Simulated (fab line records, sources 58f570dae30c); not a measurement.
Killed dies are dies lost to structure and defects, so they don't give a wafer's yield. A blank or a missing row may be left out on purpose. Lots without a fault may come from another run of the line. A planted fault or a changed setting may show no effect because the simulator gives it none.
Problem report in the 8D (eight disciplines) form, filled by code | flow berkeley_cmos170 | the parts of the form that need people (team, actions taken, sign-off) are left out

1. THE PROBLEM
NVT_TW at UCB170_NVT_TW_MEAS_09 reads a mean of 552.8 on 6 wafers of 2 lots; wafers without a fault read 524.3 with a standard deviation of 2.3. That is +12 standard deviations from the usual mean.
First seen on wafer L413.1, day 8 11:05, on film_metro-03. The record holds 42 wafers of 14 lots with a number at this step. Rule for "out", or "out of limits": more than 4 standard deviations from the usual mean. The other wafers with a number count as sound.

2. WHAT IT IS AND WHAT IT IS NOT
question                    | is                     | is not
which readings at this step | NVT_TW                 | -
which lots                  | L413, L416             | L399, L400, L401, L402, L403, L404, L405, L406, L408, L419, L421, L422
which wafers of those lots  | all that have a number | -
read on which gauges        | film_metro-03          | film_metro-02, film_metro-04
when                        | from day 8 11:05       | up to then (27 sound wafers); but 9 sound wafers of L419, L421, L422 came after

3. SUSPECTS, AND WHAT RULES EACH OUT
Counting: a tool at a process step up to the reading stays a suspect if it ran every lot that is out and no sound lot after the first of them.
- the gauge at UCB170_NVT_TW_MEAS_09: ruled out. All the wafers that are out were read on film_metro-03, but those of them that UCB170_NVT_IMPLANT_07 has rows for are out there too, on other tools.
- implanter-03 at UCB170_NVT_IMPLANT_07: kept. It ran every lot that is out, first L413 (day 8 10:50), and no sound lot after that; its last sound lot up to then is L408 (day 7 08:40). Its own readings are out on those wafers: dose_ions_cm2, faraday_current_uA.
Left after counting: implanter-03 at UCB170_NVT_IMPLANT_07.

4. THE CAUSE (what the simulator had put in)
Process parameter drift: implanter-03, from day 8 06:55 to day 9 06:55, at UCB170_NVT_IMPLANT_07. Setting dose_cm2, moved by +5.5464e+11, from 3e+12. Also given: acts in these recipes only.
Counting left only this tool.

5. THE CHAIN OF EFFECTS, in route order
Each row: a reading whose mean over the struck wafers that have a number lies more than 3 standard deviations from the usual. Only readings for which the record gives a usual standard deviation are gone through. hours: the time from each lot's start at the first step in this table that gives one to its start at this step, as a median over the lots. sigmas: the change in usual standard deviations.
hours | step                  | reading            | usual | on struck wafers | change | sigmas
0     | UCB170_NVT_IMPLANT_07 | dose_ions_cm2      | 3e+12 | 4e+12            | +6e+11 | +99 or more
0     | UCB170_NVT_IMPLANT_07 | faraday_current_uA | 9.48  | 11.26            | +1.78  | +9.9
0     | UCB170_NVT_TW_MEAS_09 | NVT_TW             | 524.3 | 552.8            | +28.5  | +12
The process steps in it:
- UCB170_NVT_IMPLANT_07
Later measuring or inspecting steps at which every struck wafer that the step has a row for has a number for every such reading, and none has moved that far: UCB170_GATE_OVL_MEAS_13, UCB170_PSD_OVL_MEAS_07.

6. WHAT WOULD HAVE CAUGHT IT SOONER
In this record the first reading out of limits at a measuring or inspecting step was taken at day 8 11:05, 4 hours after the fault began at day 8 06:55.
The tool's own readings at UCB170_NVT_IMPLANT_07 were out on every struck wafer that the step has a row for (dose_ions_cm2, faraday_current_uA): an alarm limit on them would have fired on the first of those.
Of the lots that are out (2), L416 began UCB170_NVT_IMPLANT_07 on implanter-03 after day 8 11:05. A hold on the tool at that time would have spared it.
